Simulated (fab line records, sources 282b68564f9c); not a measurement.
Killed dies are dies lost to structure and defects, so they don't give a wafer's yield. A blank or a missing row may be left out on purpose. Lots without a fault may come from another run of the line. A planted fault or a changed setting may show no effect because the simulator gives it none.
fab line records | flow rit_cmos | part 1 of 2: steps 1 to 33 of 44
record lots=5 wafers=15 last_day=7
route steps=202 shown GATE@97 REOX@98 NLDD@103 PLDD@114 SPACER@125 NSD@131
lots that met no fault: from a run of the same line without faults
start_h: hours from the record's first day to the start of the lot's first wafer shown | wait_h: hours since the lot's step before | " the same as in the row above | L1.1+2: a row that stands for several wafers | - no value, or no start given | * or withheld: withheld | < > ~ a bound
route shown NAME@n: a module of which the file shows steps, and the number in the route of the first | usual: mean/standard deviation of fault-free wafers | same: alike in all rows | chamber/n: place in a boat | sites: the reading at each site | _std_site: their standard deviation | _edge_site: outer sites' mean less inner sites' | radius_mm: how far each site lies from the wafer's centre | mask NAME#n: copy n | behind: the tool/chamber that last shaped the wafer | hold: why the lot was held/for how many hours/how that ended | device: the transistor (n, p or np) that didn't switch | end of line: the same wafers' tests at the end of the route | a step without rows: its recipe alone | killed: dies lost to structure and defects at the first sort, not the wafer's yield | map: a wafer's dies, x killed, . not, _ none there
set.NAME: the setting as run; set.NAME@STEP: as run at that earlier step | model.NAME: the simulator's own value behind a step, which no gauge read
lots at some steps of the route; a table a step, a row a wafer
services: from which hour (start_h, from the record's first day; less than 0 if before it) a tool's chamber was out of use, for how many hours, and why
## steps
# step RIT_GATE_CD_MEAS_90
# recipe target_cd_nm=150
# usual cd_nm=149.9/2.1
# columns lot.wafer tool chamber start_h wait_h cd_nm
L077.1 cd_sem-01 - 55.00 0.1 150.2
L077.3 " - " " 150.5
L077.5 " - " " 148.3
L082.2 cd_sem-01 - 83.79 0.1 150.4
L082.4 " - " " 154.2
L082.5 " - " " 148.7
L083.4 cd_sem-02 - 89.40 0.1 151.2
L083.5 " - " " 150.6
L083.6 " - " " 151.2
L092.2 cd_sem-01 - 131.15 0.1 149.2
L092.3 " - " " 151.0
L092.5 " - " " 151.6
L095.1 cd_sem-02 - 143.22 0.1 153.9
L095.3 " - " " 150.0
L095.5 " - " " 151.6
# step RIT_REOX_CLEAN_00
# recipe chemistry=SC1 mix=3:3:50 time_s=600 temp_c=75
# columns lot.wafer tool chamber start_h wait_h
L077.1+3+5 wet_bench-02 0 55.12 0.1
L082.2+4+5 wet_bench-03 0 83.89 0.1
L083.4+5+6 wet_bench-03 2 89.46 0.0
L092.2+3+5 wet_bench-04 3 131.25 0.1
L095.1+3+5 wet_bench-03 1 143.34 0.1
# step RIT_REOX_CLEAN_01
# recipe chemistry=dHF dilution=50:1 time_s=30
# columns lot.wafer tool chamber start_h wait_h
L077.1+3+5 wet_bench-03 0 55.30 0.0
L082.2+4+5 wet_bench-03 0 84.07 0.0
L083.4+5+6 wet_bench-02 2 89.64 0.0
L092.2+3+5 wet_bench-02 3 131.43 0.0
L095.1+3+5 wet_bench-02 2 143.52 0.0
# step RIT_REOX_CLEAN_02
# recipe chemistry=SC2 mix=3:3:50 time_s=600 temp_c=75 dry=n2_spin
# columns lot.wafer tool chamber start_h wait_h
L077.1+3+5 wet_bench-02 3 55.31 0.0
L082.2+4+5 wet_bench-03 1 84.08 0.0
L083.4+5+6 wet_bench-04 1 89.66 0.0
L092.2+3+5 wet_bench-04 2 131.44 0.0
L095.1+3+5 wet_bench-03 1 143.53 0.0
# step RIT_REOX_OXIDATION_03
# recipe temp_c=900 ambient=O2 target_thk_a=252 ox_time_s=5580
# usual ox_temp_c=900.1/0.39 tube_center_temp_C=899.99/0.08
# columns lot.wafer tool chamber start_h wait_h ox_temp_c tube_center_temp_C
L077.1 furnace-04 0 56.64 1.2 899.5 899.85
L077.3 " 0 " " 899.8 899.9
L077.5 " 0 " " 900.3 900.02
L082.2 furnace-04 0 84.26 0.0 899.6 899.97
L082.4 " 0 " " 900.0 899.98
L082.5 " 0 " " 900.1 900.03
L083.4 furnace-01 0 90.81 1.0 900.2 900.03
L083.5 " 0 " " 899.7 900.03
L083.6 " 0 " " 900.4 900.05
L092.2 furnace-01 0 132.05 0.4 900.8 899.94
L092.3 " 0 " " 900.9 899.87
L092.5 " 0 " " 900.5 899.97
L095.1 furnace-03 0 143.71 0.0 900.4 900.03
L095.3 " 0 " " 899.7 899.99
L095.5 " 0 " " 900.2 899.92
# step RIT_REOX_THK_MEAS_04
# recipe reads=SiO2_of_REOX_OXIDATION_03
# usual REOX_OXIDE_THK=25.1/0.43
# columns lot.wafer tool chamber start_h wait_h REOX_OXIDE_THK[nm]
L077.1 film_metro-01 - 59.19 0.0 25.5
L077.3 " - " " 25.6
L077.5 " - " " 25.4
L082.2 film_metro-04 - 86.82 0.0 25.1
L082.4 " - " " 24.9
L082.5 " - " " 25.1
L083.4 film_metro-01 - 93.39 0.0 24.6
L083.5 " - " " 24.9
L083.6 " - " " 25.2
L092.2 film_metro-01 - 134.61 0.0 25.5
L092.3 " - " " 25.2
L092.5 " - " " 25.1
L095.1 film_metro-02 - 146.26 0.0 25.1
L095.3 " - " " 24.8
L095.5 " - " " 24.6
# step RIT_NLDD_HMDS_00
# recipe prime_time_s=60 prime_temp_c=140
# columns lot.wafer tool chamber start_h wait_h
L077.1+3+5 litho_track-03 0 59.25 0.1
L082.2+4+5 litho_track-02 0 86.89 0.1
L083.4+5+6 litho_track-04 0 93.49 0.1
L092.2+3+5 litho_track-03 0 134.69 0.1
L095.1+3+5 litho_track-02 0 146.32 0.1
# step RIT_NLDD_COAT_01
# recipe resist=NOVOLAK spin_rpm=3250 resist_thk_nm=1000
# columns lot.wafer tool chamber start_h wait_h
L077.1+3+5 litho_track-03 0 59.40 0.1
L082.2+4+5 litho_track-02 0 87.04 0.1
L083.4+5+6 litho_track-04 0 93.64 0.1
L092.2+3+5 litho_track-03 0 134.84 0.1
L095.1+3+5 litho_track-02 0 146.47 0.1
# step RIT_NLDD_SOFTBAKE_02
# recipe resist=NOVOLAK temp_c=90 time_s=60
# usual heater_power_total_W=34.57/0.05
# columns lot.wafer tool chamber start_h wait_h heater_power_total_W
L077.1 litho_track-03 0 59.55 0.1 34.60
L077.3 " 0 " " 34.52
L077.5 " 0 " " 34.64
L082.2 litho_track-02 0 87.19 0.1 34.61
L082.4 " 0 " " 34.62
L082.5 " 0 " " 34.54
L083.4 litho_track-04 0 93.79 0.1 34.60
L083.5 " 0 " " 34.63
L083.6 " 0 " " 34.49
L092.2 litho_track-03 0 134.99 0.1 34.49
L092.3 " 0 " " 34.57
L092.5 " 0 " " 34.53
L095.1 litho_track-02 0 146.62 0.1 34.56
L095.3 " 0 " " 34.55
L095.5 " 0 " " 34.59
# step RIT_NLDD_EXPOSE_03
# recipe mask_id=M7 na=0.57 target_cd_nm=40700 dose_mj=250
# usual focus_offset_nm=0.0/0.45
# columns lot.wafer tool chamber start_h wait_h mask focus_offset_nm
L077.1 iline_stepper-02 0 59.70 0.1 M7#0 0.5
L077.3 " 0 " " M7#0 -0.2
L077.5 " 0 " " M7#0 0.2
L082.2 iline_stepper-01 0 87.46 0.2 M7#0 -0.4
L082.4 " 0 " " M7#0 0.1
L082.5 " 0 " " M7#0 0.0
L083.4 iline_stepper-01 0 93.93 0.1 M7#0 -0.3
L083.5 " 0 " " M7#0 -0.1
L083.6 " 0 " " M7#0 -0.3
L092.2 iline_stepper-01 0 135.13 0.1 M7#0 -0.8
L092.3 " 0 " " M7#0 0.1
L092.5 " 0 " " M7#0 -0.4
L095.1 iline_stepper-02 0 146.89 0.2 M7#0 -0.4
L095.3 " 0 " " M7#0 -0.1
L095.5 " 0 " " M7#0 -0.9
# step RIT_NLDD_PEB_04
# recipe resist=NOVOLAK temp_c=withheld time_s=withheld
# columns lot.wafer tool chamber start_h wait_h
L077.1+3+5 litho_track-03 0 59.82 0.1
L082.2+4+5 litho_track-03 0 87.59 0.1
L083.4+5+6 litho_track-02 0 94.09 0.1
L092.2+3+5 litho_track-02 0 135.25 0.1
L095.1+3+5 litho_track-04 0 147.01 0.1
# step RIT_NLDD_DEVELOP_05
# recipe resist=NOVOLAK develop_time_s=52.44 dev_temp_c=23
# columns lot.wafer tool chamber start_h wait_h
L077.1+3+5 litho_track-03 0 - -
L082.2+4+5 litho_track-03 0 - -
L083.4+5+6 litho_track-02 0 - -
L092.2+3+5 litho_track-02 0 - -
L095.1+3+5 litho_track-04 0 - -
# step RIT_NLDD_OVL_MEAS_06
# usual NLDD_OVL=0.1/1.3
# columns lot.wafer tool chamber start_h wait_h NLDD_OVL[nm]
L077.1 overlay-02 - 60.10 - -2.3
L077.3 " - " " -1.0
L077.5 " - " " -3.2
L082.2 overlay-02 - 87.85 - 0.5
L082.4 " - " " 1.3
L082.5 " - " " 1.2
L083.4 overlay-01 - 94.32 - 0.3
L083.5 " - " " 0.0
L083.6 " - " " -0.9
L092.2 overlay-01 - 135.52 - -0.4
L092.3 " - " " -1.5
L092.5 " - " " 1.1
L095.1 overlay-01 - 147.29 - 1.5
L095.3 " - " " -0.4
L095.5 " - " " 0.5
# step RIT_NLDD_HARDBAKE_07
# recipe resist=NOVOLAK temp_c=140 time_s=60
# usual heater_power_total_W=62.55/0.051
# columns lot.wafer tool chamber start_h wait_h heater_power_total_W
L077.1 litho_track-02 0 60.14 0.0 62.58
L077.3 " 0 " " 62.54
L077.5 " 0 " " 62.53
L082.2 litho_track-03 0 87.91 0.0 62.56
L082.4 " 0 " " 62.55
L082.5 " 0 " " 62.48
L083.4 litho_track-02 0 94.41 0.1 62.51
L083.5 " 0 " " 62.55
L083.6 " 0 " " 62.56
L092.2 litho_track-02 0 135.57 0.0 62.52
L092.3 " 0 " " 62.58
L092.5 " 0 " " 62.60
L095.1 litho_track-02 0 147.33 0.0 62.61
L095.3 " 0 " " 62.52
L095.5 " 0 " " 62.53
# step RIT_NLDD_IMPLANT_08
# recipe species=P energy_kev=20 dose_cm2=5e+14 tilt_deg=7
# usual dose_ions_cm2=5e+14/4.6e+11
# columns lot.wafer tool chamber start_h wait_h dose_ions_cm2
L077.1 implanter-01 0 60.29 0.1 5e+14
L077.3 " 0 " " 4.998e+14
L077.5 " 0 " " 5.004e+14
L082.2 implanter-01 0 88.06 0.1 5.004e+14
L082.4 " 0 " " 5.002e+14
L082.5 " 0 " " 5e+14
L083.4 implanter-03 0 94.56 0.1 4.999e+14
L083.5 " 0 " " 5.004e+14
L083.6 " 0 " " 5.006e+14
L092.2 implanter-02 0 135.72 0.1 4.996e+14
L092.3 " 0 " " 4.997e+14
L092.5 " 0 " " 5.004e+14
L095.1 implanter-03 0 147.48 0.1 5e+14
L095.3 " 0 " " 5.001e+14
L095.5 " 0 " " 4.997e+14
# step RIT_NLDD_STRIP_09
# recipe chemistry=O2 time_s=180 resist=NOVOLAK platen_temp_c=withheld power_w=500 pressure_mtorr=4000 o2_flow_sccm=4000
# usual drypump_motor_current_A=5.39/0.27
# columns lot.wafer tool chamber start_h wait_h drypump_motor_current_A rf_hours_counter_h
L077.1 plasma_asher-01 0 60.44 0.1 5.81 26
L077.3 " 1 " " 5.09 -
L077.5 " 1 " " 5.10 -
L082.2 plasma_asher-01 1 88.18 0.1 5.09 29
L082.4 " 0 " " 5.81 -
L082.5 " 1 " " 5.09 -
L083.4 plasma_asher-01 1 94.69 0.1 5.08 -
L083.5 " 0 " " 5.83 -
L083.6 " 1 " " 5.08 -
L092.2 plasma_asher-02 1 135.85 0.1 5.43 49
L092.3 " 1 " " 5.44 -
L092.5 " 1 " " 5.44 -
L095.1 plasma_asher-03 0 147.63 0.1 5.16 3
L095.3 " 0 " " 5.14 -
L095.5 " 0 " " 5.14 -
# step RIT_NLDD_TW_MEAS_10
# usual NLDD_TW=2489/22
# columns lot.wafer tool chamber start_h wait_h NLDD_TW
L077.1 film_metro-02 - 60.61 0.1 2469
L077.3 " - " " 2484
L077.5 " - " " 2476
L082.2 film_metro-02 - 88.37 0.1 2460
L082.4 " - " " 2476
L082.5 " - " " 2467
L083.4 film_metro-02 - 94.84 0.1 2466
L083.5 " - " " 2474
L083.6 " - " " 2475
L092.2 film_metro-03 - 136.03 0.1 2488
L092.3 " - " " 2499
L092.5 " - " " 2506
L095.1 film_metro-04 - 147.81 0.1 2536
L095.3 " - " " 2506
L095.5 " - " " 2522
# step RIT_PLDD_HMDS_00
# recipe prime_time_s=60 prime_temp_c=140
# columns lot.wafer tool chamber start_h wait_h
L077.1+3+5 litho_track-04 0 60.67 0.1
L082.2+4+5 litho_track-01 0 88.44 0.1
L083.4+5+6 litho_track-03 0 94.94 0.1
L092.2+3+5 litho_track-03 0 136.11 0.1
L095.1+3+5 litho_track-01 0 147.89 0.1
# step RIT_PLDD_COAT_01
# recipe resist=NOVOLAK spin_rpm=3250 resist_thk_nm=1000
# columns lot.wafer tool chamber start_h wait_h
L077.1+3+5 litho_track-04 0 60.82 0.1
L082.2+4+5 litho_track-01 0 88.59 0.1
L083.4+5+6 litho_track-03 0 95.09 0.1
L092.2+3+5 litho_track-03 0 136.26 0.1
L095.1+3+5 litho_track-01 0 148.04 0.1
# step RIT_PLDD_SOFTBAKE_02
# recipe resist=NOVOLAK temp_c=90 time_s=60
# usual heater_power_total_W=34.56/0.054
# columns lot.wafer tool chamber start_h wait_h heater_power_total_W
L077.1 litho_track-04 0 60.97 0.1 34.59
L077.3 " 0 " " 34.58
L077.5 " 0 " " 34.56
L082.2 litho_track-01 0 88.74 0.1 34.59
L082.4 " 0 " " 34.56
L082.5 " 0 " " 34.61
L083.4 litho_track-03 0 95.24 0.1 34.56
L083.5 " 0 " " 34.60
L083.6 " 0 " " 34.55
L092.2 litho_track-03 0 136.41 0.1 34.64
L092.3 " 0 " " 34.47
L092.5 " 0 " " 34.57
L095.1 litho_track-01 0 148.19 0.1 34.60
L095.3 " 0 " " 34.56
L095.5 " 0 " " 34.50
# step RIT_PLDD_EXPOSE_03
# recipe mask_id=M8 na=0.57 target_cd_nm=40900 dose_mj=250
# usual focus_offset_nm=0.0/0.52
# columns lot.wafer tool chamber start_h wait_h mask focus_offset_nm
L077.1 iline_stepper-01 0 61.12 0.1 M8#0 -0.2
L077.3 " 0 " " M8#0 -0.6
L077.5 " 0 " " M8#0 -0.4
L082.2 iline_stepper-01 0 88.89 0.1 M8#0 0.3
L082.4 " 0 " " M8#0 -0.6
L082.5 " 0 " " M8#0 -0.2
L083.4 iline_stepper-02 0 95.50 0.2 M8#0 0.6
L083.5 " 0 " " M8#0 1.0
L083.6 " 0 " " M8#0 0.7
L092.2 iline_stepper-01 0 136.55 0.1 M8#0 0.5
L092.3 " 0 " " M8#0 0.1
L092.5 " 0 " " M8#0 0.5
L095.1 iline_stepper-02 0 148.49 0.3 M8#0 -0.1
L095.3 " 0 " " M8#0 0.7
L095.5 " 0 " " M8#0 -0.3
# step RIT_PLDD_PEB_04
# recipe resist=NOVOLAK temp_c=withheld time_s=withheld
# columns lot.wafer tool chamber start_h wait_h
L077.1+3+5 litho_track-03 0 61.24 0.1
L082.2+4+5 litho_track-01 0 89.01 0.1
L083.4+5+6 litho_track-03 0 95.68 0.2
L092.2+3+5 litho_track-03 0 136.68 0.1
L095.1+3+5 litho_track-03 0 148.61 0.1
# step RIT_PLDD_DEVELOP_05
# recipe resist=NOVOLAK develop_time_s=50 dev_temp_c=23
# columns lot.wafer tool chamber start_h wait_h
L077.1+3+5 litho_track-03 0 - -
L082.2+4+5 litho_track-01 0 - -
L083.4+5+6 litho_track-03 0 - -
L092.2+3+5 litho_track-03 0 - -
L095.1+3+5 litho_track-03 0 - -
# step RIT_PLDD_OVL_MEAS_06
# usual PLDD_OVL=-1.9/1.3
# columns lot.wafer tool chamber start_h wait_h PLDD_OVL[nm]
L077.1 overlay-02 - 61.52 - -2.1
L077.3 " - " " -2.9
L077.5 " - " " -3.5
L082.2 overlay-02 - 89.27 - -2.1
L082.4 " - " " -1.9
L082.5 " - " " -2.1
L083.4 overlay-01 - 95.91 - -1.8
L083.5 " - " " -1.2
L083.6 " - " " -1.2
L092.2 overlay-02 - 136.94 - -2.1
L092.3 " - " " -2.8
L092.5 " - " " -3.4
L095.1 overlay-01 - 148.89 - -2.0
L095.3 " - " " -1.9
L095.5 " - " " -1.5
# step RIT_PLDD_HARDBAKE_07
# recipe resist=NOVOLAK temp_c=140 time_s=60
# usual heater_power_total_W=62.55/0.047
# columns lot.wafer tool chamber start_h wait_h heater_power_total_W
L077.1 litho_track-03 0 61.56 0.0 62.54
L077.3 " 0 " " 62.50
L077.5 " 0 " " 62.56
L082.2 litho_track-03 0 89.33 0.0 62.50
L082.4 " 0 " " 62.55
L082.5 " 0 " " 62.39
L083.4 litho_track-03 0 96.00 0.1 62.54
L083.5 " 0 " " 62.53
L083.6 " 0 " " 62.51
L092.2 litho_track-01 0 137.09 0.1 62.53
L092.3 " 0 " " 62.55
L092.5 " 0 " " 62.58
L095.1 litho_track-01 0 148.93 0.0 62.57
L095.3 " 0 " " 62.60
L095.5 " 0 " " 62.55
# step RIT_PLDD_IMPLANT_08
# recipe species=BF2 energy_kev=20 dose_cm2=9e+14 tilt_deg=7
# usual dose_ions_cm2=9.001e+14/9.3e+11
# columns lot.wafer tool chamber start_h wait_h dose_ions_cm2
L077.1 implanter-02 0 61.71 0.1 9.006e+14
L077.3 " 0 " " 9.002e+14
L077.5 " 0 " " 8.993e+14
L082.2 implanter-03 0 89.48 0.1 9.015e+14
L082.4 " 0 " " 9.008e+14
L082.5 " 0 " " 9.004e+14
L083.4 implanter-03 0 96.15 0.1 9.018e+14
L083.5 " 0 " " 9.02e+14
L083.6 " 0 " " 9.018e+14
L092.2 implanter-03 0 137.24 0.1 9.005e+14
L092.3 " 0 " " 8.995e+14
L092.5 " 0 " " 9.014e+14
L095.1 implanter-02 0 149.08 0.1 8.999e+14
L095.3 " 0 " " 9.002e+14
L095.5 " 0 " " 9.003e+14
# step RIT_PLDD_STRIP_09
# recipe chemistry=O2 time_s=180 resist=NOVOLAK platen_temp_c=withheld power_w=500 pressure_mtorr=4000 o2_flow_sccm=4000
# usual drypump_motor_current_A=5.7/0.62
# columns lot.wafer tool chamber start_h wait_h drypump_motor_current_A rf_hours_counter_h
L077.1 plasma_asher-01 1 61.86 0.1 5.1 26
L077.3 " 0 " " 5.8 -
L077.5 " 0 " " 5.8 -
L082.2 plasma_asher-03 0 89.60 0.1 5.2 45
L082.4 " 1 " " 5.1 -
L082.5 " 1 " " 5.1 -
L083.4 plasma_asher-04 0 96.28 0.1 5.8 -
L083.5 " 1 " " 6.9 -
L083.6 " 0 " " 5.8 -
L092.2 plasma_asher-01 1 137.36 0.1 5.1 35
L092.3 " 0 " " 5.8 -
L092.5 " 0 " " 5.8 -
L095.1 plasma_asher-04 1 149.23 0.1 6.9 53
L095.3 " 0 " " 5.8 -
L095.5 " 1 " " 6.8 -
# step RIT_PLDD_TW_MEAS_10
# usual PLDD_TW=2357/21
# columns lot.wafer tool chamber start_h wait_h PLDD_TW
L077.1 film_metro-04 - 62.03 0.1 2396
L077.3 " - " " 2399
L077.5 " - " " 2389
L082.2 film_metro-03 - 89.79 0.1 2364
L082.4 " - " " 2367
L082.5 " - " " 2354
L083.4 film_metro-02 - 96.43 0.1 2343
L083.5 " - " " 2334
L083.6 " - " " 2344
L092.2 film_metro-04 - 137.55 0.1 2383
L092.3 " - " " 2371
L092.5 " - " " 2389
L095.1 film_metro-03 - 149.40 0.1 2378
L095.3 " - " " 2371
L095.5 " - " " 2371
# step RIT_SPACER_CLEAN_00
# recipe chemistry=SC1 mix=3:3:50 time_s=600 temp_c=75
# columns lot.wafer tool chamber start_h wait_h
L077.1+3+5 wet_bench-03 2 62.09 0.1
L082.2+4+5 wet_bench-03 1 89.84 0.0
L083.4+5+6 wet_bench-01 3 96.46 0.0
L092.2+3+5 wet_bench-02 1 137.60 0.0
L095.1+3+5 wet_bench-01 2 149.46 0.1
# step RIT_SPACER_CLEAN_01
# recipe chemistry=dHF dilution=50:1 time_s=30
# columns lot.wafer tool chamber start_h wait_h
L077.1+3+5 wet_bench-01 3 62.27 0.0
L082.2+4+5 wet_bench-01 2 90.01 0.0
L083.4+5+6 wet_bench-03 0 96.63 0.0
L092.2+3+5 wet_bench-03 2 137.77 0.0
L095.1+3+5 wet_bench-02 2 149.65 0.0
# step RIT_SPACER_CLEAN_02
# recipe chemistry=SC2 mix=3:3:50 time_s=600 temp_c=75 dry=n2_spin
# columns lot.wafer tool chamber start_h wait_h
L077.1+3+5 wet_bench-03 1 62.30 0.0
L082.2+4+5 wet_bench-02 2 90.03 0.0
L083.4+5+6 wet_bench-01 3 96.65 0.0
L092.2+3+5 wet_bench-02 0 137.79 0.0
L095.1+3+5 wet_bench-01 2 149.67 0.0
# step RIT_SPACER_CVD_03
# recipe material=Si3N4 target_thk_nm=250 temp_c=810 precursor=SiH2Cl2/NH3 time_s=3300 pressure_mtorr=304 sih2cl2_flow_sccm=60 nh3_flow_sccm=150
# columns lot.wafer tool chamber start_h wait_h
L077.1+3+5 lpcvd-02 1 62.48 0.0
L082.2+4+5 lpcvd-01 0 90.22 0.0
L083.4+5+6 lpcvd-02 1 96.83 0.0
L092.2+3+5 lpcvd-02 1 137.97 0.0
L095.1+3+5 lpcvd-02 0 149.86 0.0
# step RIT_SPACER_THK_MEAS_04
# recipe reads=Si3N4_of_SPACER_CVD_03
# usual SPACER_NITRIDE_THK=250.6/2.3
# columns lot.wafer tool chamber start_h wait_h SPACER_NITRIDE_THK[nm]
L077.1 film_metro-01 - 64.39 0.0 245.0
L077.3 " - " " 247.2
L077.5 " - " " 247.3
L082.2 film_metro-01 - 92.15 0.0 249.6
L082.4 " - " " 248.5
L082.5 " - " " 249.1
L083.4 film_metro-01 - 98.77 0.0 250.5
L083.5 " - " " 250.0
L083.6 " - " " 251.8
L092.2 film_metro-01 - 139.89 0.0 251.0
L092.3 " - " " 248.8
L092.5 " - " " 250.0
L095.1 film_metro-01 - 151.78 0.0 249.3
L095.3 " - " " 250.3
L095.5 " - " " 250.2
